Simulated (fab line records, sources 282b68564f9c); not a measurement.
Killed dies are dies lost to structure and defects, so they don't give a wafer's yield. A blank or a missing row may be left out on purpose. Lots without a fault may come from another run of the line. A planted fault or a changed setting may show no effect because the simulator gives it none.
A struck lot beside a sound one | flow rit_cmos | 15 steps out of a route of 202
Sound: wafers L810.2, L810.4, L810.5. Struck: wafers L816.1, L816.5. (L816.3 of the same lot was not struck and is left out.) The cause comes at the end.
At each step with rows: each side's tool, then ch and its chambers, then its first start. Under that, the readings that differ: sound wafers | struck wafers | difference of the means | sigmas: that difference in standard deviations of wafers without a fault.
alike: readings whose means differ by less than 2 such deviations, and words and numbers that are the same on both sides. not compared: withheld readings, readings that some wafer has no value for, bounds like >300 that may hide the same value, and numbers for which the record gives no deviation and whose values overlap.
The two part at a step that has a row with sigmas, a row that says differs or no value, or rows on one side only. Numbers that don't overlap but have no deviation are shown without sigmas and don't part them. A reading that every wafer of one side lacks parts them only if that side has two wafers or more.

RIT_M1_SPUTTER_00: material Al, target thk 400 nm, time 500 s.
  sound on pvd_sputter-01, day 5 14:22; struck on pvd_sputter-02, day 6 18:04
  alike: cathode_dc_power_W, throttle_valve_pct
RIT_M1_RS_MEAS_01: measures by four-point-probe.
  sound on film_metro-01, day 5 14:41; struck on film_metro-02, day 6 18:22
  alike: M1_AL_RS
RIT_M1_THK_MEAS_02: measures by xrf.
  sound on film_metro-01, day 5 14:48; struck on film_metro-02, day 6 18:29
  alike: M1_AL_THK
then, 6 steps without rows for these wafers: RIT_M1_HMDS_03 (prime time 60 s); RIT_M1_COAT_04 (resist thk 1300 nm); RIT_M1_SOFTBAKE_05 (time 60 s); RIT_M1_EXPOSE_06 (exposes mask M12, target cd 2600 nm); RIT_M1_PEB_07; RIT_M1_DEVELOP_08 (develop time 68 s).
RIT_M1_CD_MEAS_09: target cd 2600 nm.
  sound on cd_sem-02, day 5 16:05; struck on cd_sem-02, day 6 19:25
  alike: cd_nm
RIT_M1_OVL_MEAS_10:
  sound on overlay-01, day 5 16:11; struck on overlay-02, day 6 19:32
  alike: M1_OVL
then, 1 step without rows for these wafers: RIT_M1_HARDBAKE_11 (time 120 s).
RIT_M1_METAL_ETCH_12: etches Al in Cl2/BCl3, stops on SiO2, time 165 s, target depth 600 nm.
  sound on rie_metal-04 ch 0,1, day 5 16:45; struck on rie_metal-02 ch 0, day 6 20:00
  reading                        | sound                | struck      | difference | sigmas
  chamber_pressure_mTorr (mTorr) | 100.17 100.17 100.06 | 80.06 79.91 | -20.15     | -99 or more
  alike: drypump_motor_current_A, oes_product_au, throttle_valve_pct
  not compared: rf_hours_counter_h, model.NOVOLAK_of_M1_COAT_04.thk_nm
then, 1 step without rows for these wafers: RIT_M1_STRIP_13 (strips in nmp, time 600 s).
RIT_M1_PROBE_99:
  sound on prober-01, day 5 19:17; struck on prober-02, day 6 22:15
  alike: defect_limited_yield, killed_at_contacts, killed_at_front_end, killed_dies, killed_open, killed_short, sort_bin_3_pad_short, sort_bin_5_function, sort_bin_6_memory, sort_n_pass, sort_yield_pct

WHERE THEY PART
Only at RIT_M1_METAL_ETCH_12, within this record. Later steps at which nothing parts them and some readings are alike: RIT_M1_PROBE_99.

WHY: what the simulator had put in
Process parameter drift: rie_metal-02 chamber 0, from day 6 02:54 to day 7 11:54, at RIT_M1_METAL_ETCH_12. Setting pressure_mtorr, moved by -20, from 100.
